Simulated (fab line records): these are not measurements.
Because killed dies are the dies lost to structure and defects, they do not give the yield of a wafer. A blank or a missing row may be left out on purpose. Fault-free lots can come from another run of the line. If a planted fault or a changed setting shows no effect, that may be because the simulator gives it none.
fab line records ; flow berkeley-cmos170
record: lots: 6; wafers: 18; last-day: 11
route steps=331 shown PWELL@53 WELLDRIVE@55 ACTIVE@60
lots that met no fault: taken from a fault-free run of the same line
start-h: the number of hours between the record's first day and the start of the first shown wafer of the lot ; wait-h: hours from the lot's prior step to this one ; " the same as in the row above ; L1.1+2: a single row standing in for several wafers ; - value missing, or start not given ; * or withheld: withheld ; < > ~ a bound
route shown NAME@n: a module of which the file shows steps, and the number in the route of the first ; usual: mean/standard deviation of fault-free wafers ; same: alike in all rows ; chamber/n: place in a boat ; sites: the reading at each site ; _std_site: how widely they spread, as a standard deviation ; _edge_site: mean of outer sites minus mean of inner sites ; radius-mm: for every site, how far away it sits from the centre of the wafer ; mask NAME#n: copy n ; behind: the tool/chamber that last shaped the wafer ; hold: why the lot went on hold/how many hours it stayed there/how the hold came to an end ; device: transistor that didn't switch, given as n, p or np ; end of line: the same wafers' tests at the end of the route ; where a step has no rows: the recipe by itself ; killed: at the first sort, the dies lost to defects and structure; wafer yield is something else ; map: dies across one wafer; x = killed, . = not, _ = none there
set.NAME: setting as actually run; set.NAME@STEP: the setting as run at that earlier step ; model.NAME: the simulator's own value behind a step, which no gauge read
certain route steps with their lots: each step a table, each wafer a row
services: a tool's chamber out of use, with start hour (start-h, from the record's first day; less than 0 if before it), hours out, and reason
== steps ==
step: UCB170_PWELL_WET_ETCH_19
recipe: chemistry: H3PO4; target: Si3N4; temp-c: 160; time-s: 14400
step: UCB170_PWELL_WET_ETCH_20
recipe: chemistry: BOE; dilution: 5:1; target: SiO2; temp-c: 25; time-s: 22
step: UCB170_WELLDRIVE_CLEAN_00
recipe: chemistry: SPM; temp-c: 120; time-s: 600
step: UCB170_WELLDRIVE_OXIDATION_01
recipe: temp-c: 1100; ambient: O2; target-thk-a: 1990; ox-time-s: 9000
step: UCB170_WELLDRIVE_THK_MEAS_02
recipe: reads: SiO2_of_WELLDRIVE_OXIDATION_01
usual: WELLDRIVE_OXIDE_THK: 200/3.1
lot.wafer;tool;chamber;start-h;wait-h;WELLDRIVE_OXIDE_THK[nm]
L620.1;film-metro-04;-;98.91;0.0;204
L620.3;film-metro-04;-;98.91;0.0;202
L620.5;film-metro-04;-;98.91;0.0;203
L626.1;film-metro-04;-;127.57;0.0;202
L626.2;film-metro-04;-;127.57;0.0;199
L626.3;film-metro-04;-;127.57;0.0;200
L627.1;film-metro-01;-;132.96;0.0;200
L627.4;film-metro-01;-;132.96;0.0;201
L627.5;film-metro-01;-;132.96;0.0;200
L628.2;film-metro-03;-;132.97;0.0;200
L628.4;film-metro-03;-;132.97;0.0;198
L628.5;film-metro-03;-;132.97;0.0;197
L629.1;film-metro-03;-;137.33;0.0;205
L629.2;film-metro-03;-;137.33;0.0;204
L629.3;film-metro-03;-;137.33;0.0;200
L632.2;film-metro-04;-;160.43;0.0;193
L632.5;film-metro-04;-;160.43;0.0;198
L632.6;film-metro-04;-;160.43;0.0;199
step: UCB170_WELLDRIVE_ANNEAL_03
recipe: temp-c: 1100; time-s: 900; ambient: N2
step: UCB170_WELLDRIVE_WET_ETCH_04
recipe: chemistry: BOE; dilution: 5:1; target: SiO2; temp-c: 25; time-s: 120
step: UCB170_ACTIVE_CLEAN_00
recipe: chemistry: SPM; temp-c: 120; time-s: 600
step: UCB170_ACTIVE_CLEAN_01
recipe: chemistry: dHF; dilution: 25:1; time-s: 60
step: UCB170_ACTIVE_OXIDATION_02
recipe: temp-c: 1000; ambient: O2; target-thk-a: 264; ox-time-s: 1260
step: UCB170_ACTIVE_THK_MEAS_03
recipe: reads: SiO2_of_ACTIVE_OXIDATION_02
usual: ACTIVE_OXIDE_THK: 26.3/0.43
lot.wafer;tool;chamber;start-h;wait-h;ACTIVE_OXIDE_THK[nm]
L620.1;film-metro-01;-;105.64;0.0;26.6
L620.3;film-metro-01;-;105.64;0.0;26.6
L620.5;film-metro-01;-;105.64;0.0;27.4
L626.1;film-metro-04;-;134.17;0.0;26.5
L626.2;film-metro-04;-;134.17;0.0;26.5
L626.3;film-metro-04;-;134.17;0.0;26.4
L627.1;film-metro-02;-;141.13;0.0;26.0
L627.4;film-metro-02;-;141.13;0.0;25.8
L627.5;film-metro-02;-;141.13;0.0;25.8
L628.2;film-metro-04;-;141.14;0.0;26.2
L628.4;film-metro-04;-;141.14;0.0;26.3
L628.5;film-metro-04;-;141.14;0.0;26.2
L629.1;film-metro-01;-;146.98;0.0;26.4
L629.2;film-metro-01;-;146.98;0.0;26.2
L629.3;film-metro-01;-;146.98;0.0;25.8
L632.2;film-metro-04;-;170.47;0.0;26.6
L632.5;film-metro-04;-;170.47;0.0;26.4
L632.6;film-metro-04;-;170.47;0.0;27.0
step: UCB170_ACTIVE_ANNEAL_04
recipe: temp-c: 1000; time-s: 900; ambient: N2
step: UCB170_ACTIVE_CVD_05
recipe: material: Si3N4; target-thk-nm: 220; temp-c: 800; precursor: SiH2Cl2/NH3; time-s: 3300; pressure-mtorr: 200; sih2cl2-flow-sccm: 25; nh3-flow-sccm: 75
usual: spike-tc-centre-C: 803.1/1.1; spike-tc-load-C: 824/3.5; spike-tc-source-C: 823/3.2; susceptor-temp-C: 800.0/0.32; zone-power-load-pct: 20.7/0.84
lot.wafer;tool;chamber;start-h;wait-h;spike-tc-centre-C;spike-tc-load-C;spike-tc-source-C;susceptor-temp-C;zone-power-load-pct;model.Si3N4_of_ACTIVE_CVD_05.thk-nm
L620.1;lpcvd-02;1;111.22;0.0;802.5;825;826;799.9;21.8;218.6
L620.3;lpcvd-02;1;111.22;0.0;803.2;824;827;799.6;22.7;219.4
L620.5;lpcvd-02;1;111.22;0.0;802.9;825;826;799.9;22.6;218.5
L626.1;lpcvd-01;0;138.29;0.0;802.7;819;825;799.8;20.7;221.5
L626.2;lpcvd-01;0;138.29;0.0;803.7;820;826;800.0;20.7;219.5
L626.3;lpcvd-01;0;138.29;0.0;802.9;818;827;800.2;21.3;220.6
L627.1;lpcvd-02;1;146.48;0.3;819.5;844;845;818.1;23.8;298.9
L627.4;lpcvd-02;1;146.48;0.3;822.6;843;844;817.3;23.0;299.1
L627.5;lpcvd-02;1;146.48;0.3;820.1;844;844;817.9;22.8;299.2
L628.2;lpcvd-02;1;146.48;0.3;820.1;842;844;817.6;23.6;299.2
L628.4;lpcvd-02;1;146.48;0.3;819.9;844;843;817.7;23.4;298
L628.5;lpcvd-02;1;146.48;0.3;820.2;844;843;817.4;23.5;300.9
L629.1;lpcvd-02;0;152.31;0.0;803.3;828;824;800.2;20.5;220.8
L629.2;lpcvd-02;0;152.31;0.0;804.2;828;823;800.0;20.4;218.6
L629.3;lpcvd-02;0;152.31;0.0;804.2;829;823;800.7;20.8;219.2
L632.2;lpcvd-01;0;174.59;0.0;802.3;818;827;799.3;21.0;221.8
L632.5;lpcvd-01;0;174.59;0.0;801.4;818;825;800.3;20.8;219.1
L632.6;lpcvd-01;0;174.59;0.0;800.7;818;827;799.7;20.9;221.9
step: UCB170_ACTIVE_THK_MEAS_06
recipe: reads: Si3N4_of_ACTIVE_CVD_05
usual: ACTIVE_NITRIDE_THK: 219.5/1.5
lot.wafer;tool;chamber;start-h;wait-h;ACTIVE_NITRIDE_THK[nm]
L620.1;film-metro-02;-;113.14;0.0;218.6
L620.3;film-metro-02;-;113.14;0.0;219.3
L620.5;film-metro-02;-;113.14;0.0;218.6
L626.1;film-metro-01;-;140.21;0.0;221.4
L626.2;film-metro-01;-;140.21;0.0;219.6
L626.3;film-metro-01;-;140.21;0.0;220.7
L627.1;film-metro-02;-;148.40;0.0;299.3
L627.4;film-metro-02;-;148.40;0.0;299.1
L627.5;film-metro-02;-;148.40;0.0;299.3
L628.2;film-metro-04;-;148.41;0.0;299.2
L628.4;film-metro-04;-;148.41;0.0;298.2
L628.5;film-metro-04;-;148.41;0.0;300.9
L629.1;film-metro-04;-;154.23;0.0;220.7
L629.2;film-metro-04;-;154.23;0.0;218.6
L629.3;film-metro-04;-;154.23;0.0;219.1
L632.2;film-metro-01;-;176.52;0.0;222.0
L632.5;film-metro-01;-;176.52;0.0;218.9
L632.6;film-metro-01;-;176.52;0.0;222.1
step: UCB170_ACTIVE_HMDS_07
recipe: prime-time-s: 60; prime-temp-c: 100
step: UCB170_ACTIVE_COAT_08
recipe: resist: KrF; spin-rpm: 1500; resist-thk-nm: 900
step: UCB170_ACTIVE_SOFTBAKE_09
recipe: resist: KrF; temp-c: 130; time-s: 60
step: UCB170_ACTIVE_EXPOSE_10
recipe: mask-id: ACTIVE; target-cd-nm: 1200; na: 0.5; sigma-outer: 0.6; source-shape: conventional; dose-mj: 20
step: UCB170_ACTIVE_PEB_11
recipe: peb-temp-c: 130; peb-time-s: withheld; resist: KrF
step: UCB170_ACTIVE_DEVELOP_12
recipe: developer: TMAH; develop-time-s: 45; resist: KrF; dev-temp-c: 21
step: UCB170_ACTIVE_CD_MEAS_13
recipe: target-cd-nm: 1200
usual: cd-nm: 1199.8/1.2
lot.wafer;tool;chamber;start-h;wait-h;cd-nm
L620.1;cd-sem-02;-;114.45;-;1201.1
L620.3;cd-sem-02;-;114.45;-;1201.2
L620.5;cd-sem-02;-;114.45;-;1201.6
L626.1;cd-sem-02;-;141.72;-;1198.2
L626.2;cd-sem-02;-;141.72;-;1198.2
L626.3;cd-sem-02;-;141.72;-;1198.5
L628.2;cd-sem-02;-;149.32;-;1198.9
L628.4;cd-sem-02;-;149.32;-;1198.9
L628.5;cd-sem-02;-;149.32;-;1199.7
L627.1;cd-sem-01;-;149.54;-;1201.4
L627.4;cd-sem-01;-;149.54;-;1201.3
L627.5;cd-sem-01;-;149.54;-;1199.4
L629.1;cd-sem-02;-;155.46;-;1198.9
L629.2;cd-sem-02;-;155.46;-;1200.1
L629.3;cd-sem-02;-;155.46;-;1199.0
L632.2;cd-sem-02;-;177.67;-;1201.1
L632.5;cd-sem-02;-;177.67;-;1201.9
L632.6;cd-sem-02;-;177.67;-;1200.4
step: UCB170_ACTIVE_OVL_MEAS_14
usual: ACTIVE_OVL: -4/4.7
lot.wafer;tool;chamber;start-h;wait-h;ACTIVE_OVL[nm]
L620.1;overlay-01;-;114.57;0.1;1
L620.3;overlay-01;-;114.57;0.1;-7
L620.5;overlay-01;-;114.57;0.1;3
L626.1;overlay-02;-;141.84;0.1;-3
L626.2;overlay-02;-;141.84;0.1;-1
L626.3;overlay-02;-;141.84;0.1;-9
L628.2;overlay-01;-;149.43;0.1;-7
L628.4;overlay-01;-;149.43;0.1;-8
L628.5;overlay-01;-;149.43;0.1;-8
L627.1;overlay-02;-;149.66;0.1;0
L627.4;overlay-02;-;149.66;0.1;-3
L627.5;overlay-02;-;149.66;0.1;3
L629.1;overlay-02;-;155.58;0.1;6
L629.2;overlay-02;-;155.58;0.1;-2
L629.3;overlay-02;-;155.58;0.1;3
L632.2;overlay-01;-;177.78;0.1;-1
L632.5;overlay-01;-;177.78;0.1;-4
L632.6;overlay-01;-;177.78;0.1;0
step: UCB170_ACTIVE_ETCH_15
recipe: chemistry: CH3F/Ar/O2; target: Si3N4; stop-on: SiO2; CH3F_flow_sccm: 20; Ar_flow_sccm: 50; O2_flow_sccm: 7; pressure-mtorr: 50; rf-w: 450; target-depth-a: 2420; over-etch-frac: 0.1; time-s: 151
usual: drypump-motor-current-A: 6.0/0.58; oes-product-au: 0.949/0.012; throttle-valve-pct: 8.04/0.14
lot.wafer;tool;chamber;start-h;wait-h;drypump-motor-current-A;oes-product-au;rf-hours-counter-h;throttle-valve-pct;model.etch.depth-nm
L620.1;rie-diel-01;1;114.60;0.0;5.3;0.944;74;7.79;218.6
L620.3;rie-diel-01;0;114.60;0.0;6.7;0.933;141;8.16;219.4
L620.5;rie-diel-01;1;114.60;0.0;5.3;0.951;-;7.79;218.5
L626.1;rie-diel-03;2;141.87;0.0;5.5;0.972;47;7.98;221.5
L626.2;rie-diel-03;3;141.87;0.0;6.0;0.973;3;8.09;219.5
L626.3;rie-diel-03;1;141.87;0.0;5.7;0.959;68;8.10;220.6
L628.2;rie-diel-03;3;149.46;0.0;6.0;1.034;4;8.08;241.2
L628.4;rie-diel-03;0;149.46;0.0;5.9;1.019;107;8.10;244.2
L628.5;rie-diel-03;3;149.46;0.0;6.0;1.042;-;8.09;243.1
L627.1;rie-diel-04;3;149.70;0.0;6.3;0.999;108;8.16;240.4
L627.4;rie-diel-04;1;149.70;0.0;5.6;1.003;78;7.86;238.2
L627.5;rie-diel-04;3;149.70;0.0;6.3;1.002;-;8.18;242.4
L629.1;rie-diel-01;0;155.62;0.0;6.7;0.927;143;8.17;220.8
L629.2;rie-diel-01;1;155.62;0.0;5.3;0.945;76;7.80;218.6
L629.3;rie-diel-01;2;155.62;0.0;6.6;0.955;12;7.91;219.2
L632.2;rie-diel-03;2;177.81;0.0;5.5;0.969;48;7.99;221.8
L632.5;rie-diel-03;0;177.81;0.0;5.9;0.950;-;8.10;219.1
L632.6;rie-diel-03;1;177.81;0.0;5.7;0.952;-;8.13;221.9
step: UCB170_ACTIVE_STRIP_16
recipe: chemistry: O2; power-w: 400; pressure-mtorr: 3500; platen-temp-c: withheld; o2-flow-sccm: 400; overash-fraction: 0.5
usual: drypump-motor-current-A: 5.7/0.54; oes-product-au: 0.721/0.0041; strip-time-to-endpoint-s: 18.07/0.072
lot.wafer;tool;chamber;start-h;wait-h;drypump-motor-current-A;oes-product-au;rf-hours-counter-h;strip-time-to-endpoint-s
L620.1;plasma-asher-01;0;114.70;0.1;5.1;0.721;40;17.98
L620.3;plasma-asher-01;1;114.70;0.1;6.2;0.723;-;18.09
L620.5;plasma-asher-01;1;114.70;0.1;6.2;0.724;-;18.10
L626.1;plasma-asher-01;0;141.97;0.1;5.1;0.725;43;18.08
L626.2;plasma-asher-01;1;141.97;0.1;6.2;0.726;43;17.96
L626.3;plasma-asher-01;1;141.97;0.1;6.2;0.724;-;17.97
L628.2;plasma-asher-02;1;149.56;0.1;6.4;0.719;38;18.05
L628.4;plasma-asher-02;1;149.56;0.1;6.4;0.718;-;18.03
L628.5;plasma-asher-02;1;149.56;0.1;6.4;0.724;-;18.12
L627.1;plasma-asher-03;0;149.80;0.1;5.2;0.722;41;18.17
L627.4;plasma-asher-03;1;149.80;0.1;5.3;0.725;-;18.20
L627.5;plasma-asher-03;0;149.80;0.1;5.2;0.725;-;18.15
L629.1;plasma-asher-01;1;155.72;0.1;6.3;0.722;45;18.21
L629.2;plasma-asher-01;0;155.72;0.1;5.1;0.716;45;18.11
L629.3;plasma-asher-01;1;155.72;0.1;6.3;0.723;-;18.11
L632.2;plasma-asher-02;0;177.91;0.1;5.3;0.723;41;18.21
L632.5;plasma-asher-02;1;177.91;0.1;6.4;0.731;-;18.12
L632.6;plasma-asher-02;0;177.91;0.1;5.2;0.725;-;18.11
== services ==
tool;chamber;start-h;hours;kind
rie-diel-04;1;102.19;3.9;repair
rie-diel-01;2;102.28;7.4;repair
rie-diel-04;-;143.42;3.1;repair
rie-diel-04;-;173.37;0.3;repair
== key ==
first-sign: step: UCB170_ACTIVE_CVD_05; reading: susceptor-temp-C; direction: up; sigmas: 55; usual: *; struck: *
effect: step: UCB170_ACTIVE_CVD_05; reading: spike-tc-centre-C; direction: up; sigmas: 16; usual: 803.1; struck: 820.4
effect: step: UCB170_ACTIVE_THK_MEAS_06; reading: ACTIVE_NITRIDE_THK; direction: up; sigmas: 53; usual: 219.5; struck: 299.3
effect: step: UCB170_ACTIVE_ETCH_15; reading: oes-product-au; direction: up; sigmas: 5.4; usual: 0.949; struck: 1.017
model-effect: step: UCB170_ACTIVE_CVD_05; value: Si3N4_of_ACTIVE_CVD_05.thk-nm; without: 218; struck: 299.2
model-effect: step: UCB170_ACTIVE_ETCH_15; value: etch.depth-nm; without: 218; struck: 241.6
met-at UCB170_ACTIVE_CVD_05
struck-wafers L627.1,L627.4,L627.5,L628.2,L628.4,L628.5
later-rows-left-out L627.1,L627.4,L627.5,L628.2,L628.4,L628.5
sort-left-out L627.1,L627.4,L627.5,L628.2,L628.4,L628.5
tester-left-out L627,L628
onset-between 111.22 146.48
fault: kind: process-parameter-drift; tool: lpcvd-02; chamber: 1; onset-h: 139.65; steps: UCB170_ACTIVE_CVD_05; channel: temp-c; offset: *; shape: step; end-h: 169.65; acts-in: *; stated: *
tester-left-out: of these lots the tester's yield and bins aren't shown, on N5 and GAA mostly nor the transistor test; their killed dies are dies lost to structure and defects alone, not to doping, threshold or leakage, so they don't give the yield
sort-left-out: the simulated sort isn't trusted on such a fault, so these wafers' sort isn't shown, and their yield isn't known
later-rows-left-out: the simulator's readings of these wafers behind a module that went badly wrong aren't trusted and aren't shown, but for the sort
